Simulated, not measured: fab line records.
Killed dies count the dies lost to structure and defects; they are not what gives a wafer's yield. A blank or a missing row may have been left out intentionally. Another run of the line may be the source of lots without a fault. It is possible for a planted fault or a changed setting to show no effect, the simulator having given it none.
What tool caused it? / flow rit cmos / Sampling: 14 lots, 42 wafers, 2 of 202 route steps

WHAT THE GAUGES READ, wafer by wafer
RIT_SDANNEAL_RS_MEAS_04: the measuring method here is four-point-probe.
lot=L552; measured=day 3 19:39; on=film metro-02; PSD_RS (ohm/sq)=117.10 117.18 116.72
lot=L553; measured=day 3 23:30; on=film metro-02; PSD_RS (ohm/sq)=116.99 116.86 117.04
lot=L554; measured=day 4 07:21; on=film metro-01; PSD_RS (ohm/sq)=117.20 117.64 117.51
lot=L556; measured=day 4 14:05; on=film metro-03; PSD_RS (ohm/sq)=116.84 117.30 117.05
lot=L557; measured=day 4 19:08; on=film metro-02; PSD_RS (ohm/sq)=116.61 116.76 116.93
lot=L559; measured=day 5 04:37; on=film metro-03; PSD_RS (ohm/sq)=116.52 117.06 117.03
lot=L560; measured=day 5 09:14; on=film metro-02; PSD_RS (ohm/sq)=117.01 116.79 116.73
lot=L561; measured=day 5 14:19; on=film metro-02; PSD_RS (ohm/sq)=117.15 116.93 117.08
lot=L562; measured=day 5 19:40; on=film metro-01; PSD_RS (ohm/sq)=116.92 116.96 116.85
lot=L563; measured=day 6 00:40; on=film metro-01; PSD_RS (ohm/sq)=116.28 116.34 116.86
lot=L566; measured=day 6 14:54; on=film metro-03; PSD_RS (ohm/sq)=117.27 117.43 117.20
lot=L570; measured=day 7 11:19; on=film metro-03; PSD_RS (ohm/sq)=118.53 118.79 118.63
lot=L571; measured=day 7 15:57; on=film metro-01; PSD_RS (ohm/sq)=119.01 118.94 119.13
lot=L572; measured=day 7 21:30; on=film metro-03; PSD_RS (ohm/sq)=117.04 117.00 117.20

WHICH TOOL RAN EACH LOT (tool, then ch and the chambers of the sampled wafers, then the start)
lot=L552; RIT_PSD_IMPLANT_08=implanter-04 ch 0, day 3 18:49
lot=L553; RIT_PSD_IMPLANT_08=implanter-01 ch 0, day 3 22:40
lot=L554; RIT_PSD_IMPLANT_08=implanter-01 ch 0, day 4 06:31
lot=L556; RIT_PSD_IMPLANT_08=implanter-03 ch 0, day 4 13:13
lot=L557; RIT_PSD_IMPLANT_08=implanter-04 ch 0, day 4 18:18
lot=L559; RIT_PSD_IMPLANT_08=implanter-04 ch 0, day 5 03:44
lot=L560; RIT_PSD_IMPLANT_08=implanter-03 ch 0, day 5 08:24
lot=L561; RIT_PSD_IMPLANT_08=implanter-03 ch 0, day 5 13:30
lot=L562; RIT_PSD_IMPLANT_08=implanter-04 ch 0, day 5 18:52
lot=L563; RIT_PSD_IMPLANT_08=implanter-01 ch 0, day 5 23:48
lot=L566; RIT_PSD_IMPLANT_08=implanter-04 ch 0, day 6 13:39
lot=L570; RIT_PSD_IMPLANT_08=implanter-04 ch 0, day 7 10:28
lot=L571; RIT_PSD_IMPLANT_08=implanter-04 ch 0, day 7 15:08
lot=L572; RIT_PSD_IMPLANT_08=implanter-01 ch 0, day 7 20:41
- RIT_PSD_IMPLANT_08

AS READ BY THE TOOLS THEMSELVES (means over the sampled wafers that have a number; for cases with no such wafer, the mark the record gives instead)
RIT_PSD_IMPLANT_08.
lot=L552; tool=implanter-04; dose ions cm2=5e+15; end station pressure torr (Torr)=1.64e-05
lot=L553; tool=implanter-01; dose ions cm2=5e+15; end station pressure torr (Torr)=1.33e-05
lot=L554; tool=implanter-01; dose ions cm2=5e+15; end station pressure torr (Torr)=1.42e-05
lot=L556; tool=implanter-03; dose ions cm2=5e+15; end station pressure torr (Torr)=1.64e-05
lot=L557; tool=implanter-04; dose ions cm2=5e+15; end station pressure torr (Torr)=1.77e-05
lot=L559; tool=implanter-04; dose ions cm2=5e+15; end station pressure torr (Torr)=1.73e-05
lot=L560; tool=implanter-03; dose ions cm2=5e+15; end station pressure torr (Torr)=1.64e-05
lot=L561; tool=implanter-03; dose ions cm2=5e+15; end station pressure torr (Torr)=1.73e-05
lot=L562; tool=implanter-04; dose ions cm2=5e+15; end station pressure torr (Torr)=1.69e-05
lot=L563; tool=implanter-01; dose ions cm2=5e+15; end station pressure torr (Torr)=1.40e-05
lot=L566; tool=implanter-04; dose ions cm2=5e+15; end station pressure torr (Torr)=1.69e-05
lot=L570; tool=implanter-04; dose ions cm2=4e+15; end station pressure torr (Torr)=1.56e-05
lot=L571; tool=implanter-04; dose ions cm2=4e+15; end station pressure torr (Torr)=1.58e-05
lot=L572; tool=implanter-01; dose ions cm2=5e+15; end station pressure torr (Torr)=1.44e-05

THE ANSWER, worked out from the rows above alone
Rule: usual is defined by the lots themselves. The widest of any qualifying gaps counts: lots, ordered by their means at a reading, are off when they make up no more than a third of the lots, leave a main group of 4 or more, and stand apart from it by 3 or more times the standard deviation of that group's means. The tables above print the reading to a certain number of digits; a main group whose means all agree to those digits is not used. A lot without any number at a reading at which 4 lots or more have one is off too. All remaining lots with rows at the step are treated as sound. Order of review: gauges by route order, followed by the tools' own readings, for which a lot's mean as printed above is used. The first step at which some lot is off is used, and at that step the reading that is off furthest; a lot without a number counts as furthest.
Off: at RIT_SDANNEAL_RS_MEAS_04 (PSD_RS), L570, L571. For the main group the mean is 116.98 ohm/sq and the standard deviation 0.24.
If a tool, at a process step before that reading, ran all the lots that are off and no sound lot after the first of them, it fits. Gauges at RIT_SDANNEAL_RS_MEAS_04: tried the same way as those tools. One candidate fits, namely implanter-04 at RIT_PSD_IMPLANT_08. Its last sound lot is L566 (day 6 13:39), its first lot that is off L570 (day 7 10:28): a fault that began between those two fits.
On the lots that are off, the tool's own readings at RIT_PSD_IMPLANT_08 differ by more than 5 times the standard deviation of the sound lots' means, which bears it out; dose ions cm2 reads 4e+15 there versus 5e+15 on the sound lots.

WHAT WAS PUT IN BY THE SIMULATOR
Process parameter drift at RIT_PSD_IMPLANT_08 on implanter-04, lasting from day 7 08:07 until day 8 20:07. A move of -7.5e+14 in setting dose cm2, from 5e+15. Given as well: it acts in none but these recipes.
Shown lots that were struck: L570, L571. The rule above reached the same finding.
